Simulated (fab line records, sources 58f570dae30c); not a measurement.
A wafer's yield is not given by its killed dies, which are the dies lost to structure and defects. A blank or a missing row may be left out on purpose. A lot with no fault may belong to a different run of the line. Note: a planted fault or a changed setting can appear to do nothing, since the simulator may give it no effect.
Which tool is to blame? + flow berkeleyCmos170 + 7 lots, 21 wafers sampled, at 2 steps of a route of 331

WHAT THE GAUGES READ, wafer by wafer
UCB170_PWELL_THK_MEAS_03.
| lot  | measured    | on           | PWELL_OXIDE_THK (nm) |
|------|-------------|--------------|----------------------|
| L474 | day 3 04:25 | filmMetro-04 | 26.2 26.2 26.5       |
| L476 | day 3 13:01 | filmMetro-01 | 27.0 27.4 27.3       |
| L478 | day 3 23:54 | filmMetro-04 | 27.5 27.0 27.2       |
| L480 | day 4 11:43 | filmMetro-04 | 26.2 26.7 26.3       |
| L489 | day 6 06:15 | filmMetro-04 | 26.1 25.9 26.0       |
| L491 | day 6 16:29 | filmMetro-04 | 29.5 29.2 29.0       |
| L495 | day 7 08:17 | filmMetro-03 | 26.3 26.2 26.5       |

TOOL THAT RAN EACH LOT (tool first, then ch and the chambers of the sampled wafers, then the start)
| lot  | UCB170_PWELL_OXIDATION_02    |
|------|------------------------------|
| L474 | furnace-02 ch 0, day 3 03:04 |
| L476 | furnace-04 ch 0, day 3 11:40 |
| L478 | furnace-04 ch 0, day 3 22:33 |
| L480 | furnace-02 ch 0, day 4 10:22 |
| L489 | furnace-02 ch 0, day 6 04:45 |
| L491 | furnace-04 ch 0, day 6 15:08 |
| L495 | furnace-02 ch 0, day 7 06:53 |
- UCB170_PWELL_OXIDATION_02: target thk 26.4 nm, ox time 1260 s.

THE ANSWER, worked out from the rows above alone
Rule: what is usual is taken from the lots themselves. Put in order of their means at a reading, lots are off if they are a third of the lots or fewer, leave a main group of 4 or more, and stand apart from it by a gap of 3 or more times the standard deviation of the main group's means; of several such gaps the widest counts. A main group whose means are all the same, to the digits that the tables above print for the reading, isn't used. Also off: a lot with no number at a reading for which 4 or more lots have one. Where the step has rows for the other lots, those lots are counted as sound.
Off: at UCB170_PWELL_THK_MEAS_03 (PWELL_OXIDE_THK), L491. The main group has a mean of 26.6 nm with a standard deviation of 0.48.
A tool fits if, at a process step before that reading, it ran every lot that is off, and no sound lot after the first of them. Gauges at UCB170_PWELL_THK_MEAS_03: tried the same way as those tools. This does not decide it: 2 tools fit, namely furnace-04 at UCB170_PWELL_OXIDATION_02 and filmMetro-04 at UCB170_PWELL_THK_MEAS_03.

WHAT THE SIMULATOR HAD PUT IN
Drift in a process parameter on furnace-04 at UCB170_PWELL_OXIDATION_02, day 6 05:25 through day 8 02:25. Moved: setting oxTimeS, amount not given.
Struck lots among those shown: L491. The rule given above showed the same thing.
